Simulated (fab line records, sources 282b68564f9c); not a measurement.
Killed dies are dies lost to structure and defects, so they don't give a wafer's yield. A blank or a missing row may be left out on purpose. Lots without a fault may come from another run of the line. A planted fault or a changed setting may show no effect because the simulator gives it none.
A struck lot beside a sound one | flow rit_cmos | 13 steps out of a route of 202
Sound: wafers L647.1, L647.5, L647.6. Struck: wafers L636.1, L636.3, L636.5. The cause comes at the end.
At each step with rows: each side's tool, then ch and its chambers, then its first start. Under that, the readings that differ: sound wafers | struck wafers | difference of the means | sigmas: that difference in standard deviations of wafers without a fault.
alike: readings whose means differ by less than 2 such deviations, and words and numbers that are the same on both sides. not compared: withheld readings, readings that some wafer has no value for, bounds like >300 that may hide the same value, and numbers for which the record gives no deviation and whose values overlap.
The two part at a step that has a row with sigmas, a row that says differs or no value, or rows on one side only. Numbers that don't overlap but have no deviation are shown without sigmas and don't part them. A reading that every wafer of one side lacks parts them only if that side has two wafers or more.

first, 4 steps without rows for these wafers: RIT_PSD_SOFTBAKE_02 (time 60 s); RIT_PSD_EXPOSE_03 (exposes mask M10, target cd 40900 nm); RIT_PSD_PEB_04; RIT_PSD_DEVELOP_05 (develop time 50 s).
RIT_PSD_OVL_MEAS_06:
  sound on overlay-01, day 6 07:59; struck on overlay-01, day 4 01:44
  alike: PSD_OVL
then, 2 steps without rows for these wafers: RIT_PSD_HARDBAKE_07 (time 60 s); RIT_PSD_IMPLANT_08.
RIT_PSD_STRIP_09: strips in O2, time 180 s.
  sound on plasma_asher-01 ch 0,1, day 6 08:19; struck on plasma_asher-04 ch 0,1, day 4 02:04
  alike: drypump_motor_current_A, o2_flow_sccm, rf_refl_power_W
  not compared: rf_hours_counter_h
RIT_PSD_TW_MEAS_10:
  sound on film_metro-02, day 6 08:30; struck on film_metro-01, day 4 02:14
  reading | sound          | struck         | difference | sigmas
  PSD_TW  | 3411 3418 3409 | 3460 3467 3456 | +48        | +2
then, 3 steps without rows for these wafers: RIT_SDANNEAL_CLEAN_00 (cleans in SC1, time 600 s); RIT_SDANNEAL_CLEAN_01 (cleans in dHF, time 30 s); RIT_SDANNEAL_CLEAN_02 (cleans in SC2, time 600 s).
RIT_SDANNEAL_RTA_03: time 5 s.
  sound on rtp_anneal-01 ch 0, day 6 08:58; struck on rtp_anneal-02, day 4 02:42
  no value came back on the struck wafers for anneal_temp_c_max, chamber_o2_ppm, wafer_temp_C_max; on the sound wafers anneal_temp_c_max reads 1054.9 1054.0 1055.2

WHERE THEY PART
First at RIT_PSD_TW_MEAS_10; last, within this record, at RIT_SDANNEAL_RTA_03.

WHY: what the simulator had put in
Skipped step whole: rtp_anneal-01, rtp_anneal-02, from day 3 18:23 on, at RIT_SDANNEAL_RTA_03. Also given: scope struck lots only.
